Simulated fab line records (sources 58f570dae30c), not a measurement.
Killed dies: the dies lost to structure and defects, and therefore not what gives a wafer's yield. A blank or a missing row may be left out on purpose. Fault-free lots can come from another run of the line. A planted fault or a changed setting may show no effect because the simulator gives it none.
One fault seen from 2 desks / flow berkeley_cmos170 / each desk has only its own numbers; what lay behind them comes last

THE METROLOGY DESK
What the gauges read for every lot (on any tool): the sampled wafers with a number, averaged. Any lot whose mean is over 4 standard deviations away from the usual mean is out of limits and marked OUT; that distance is given in the brackets.
Columns: A = NWELL_OVL at UCB170_NWELL_OVL_MEAS_12, usual 0 nm; B = cd_nm at UCB170_GATE_CD_MEAS_90, usual 349.8 nm
lot=L907; first seen here=day 2 19:33; A=-1; B=349.1
lot=L908; first seen here=day 3 04:54; A=5; B=348.2
lot=L909; first seen here=day 3 15:20; A=1; B=349.4
lot=L910; first seen here=day 3 15:35; A=3; B=348.0
lot=L911; first seen here=day 3 15:42; A=-4; B=350.1
lot=L917; first seen here=day 4 16:46; A=-0; B=350.7
lot=L918; first seen here=day 4 20:55; A=-3; B=349.5
lot=L920; first seen here=day 5 09:05; A=-2; B=350.4
lot=L922; first seen here=day 5 20:49; A=-9; B=349.6
lot=L923; first seen here=day 6 03:54; A=-1; B=349.5
lot=L924; first seen here=day 6 04:07; A=-6; B=348.3
lot=L925; first seen here=day 6 11:27; A=0; B=347.8
lot=L927; first seen here=day 7 00:59; A=2; B=349.2
lot=L928; first seen here=day 7 04:49; A=1; B=350.6
Finding of this desk: none of the 14 lots has anything out of limits.

TOOL OWNER'S DESK, litho_track-01
The tool's own readings at UCB170_M1_DEVELOP_08 (develop time 45 s): means of the sampled wafers that have a number, for each lot that ran on this tool. Any lot whose mean is over 4 standard deviations away from the usual mean is out of limits and marked OUT; that distance is given in the brackets.
Columns: A = chill_plate_temp_C at UCB170_M1_DEVELOP_08, usual 23.02 C; B = resist_line_temp_C at UCB170_M1_DEVELOP_08, usual 22.98 C
lot=L908; first seen here=day 8 00:00; A=23.09; B=22.92
lot=L910; first seen here=day 8 06:00; A=22.90; B=22.94
lot=L920; first seen here=day 10 16:00; A=23.03; B=23.03
Finding of this desk: none of the 3 lots has anything out of limits.

TAKEN TOGETHER
Metrology desk: nothing out of limits seen.
Nothing out of limits was seen by the tool owner's desk.

WHAT THE SIMULATOR PUT IN
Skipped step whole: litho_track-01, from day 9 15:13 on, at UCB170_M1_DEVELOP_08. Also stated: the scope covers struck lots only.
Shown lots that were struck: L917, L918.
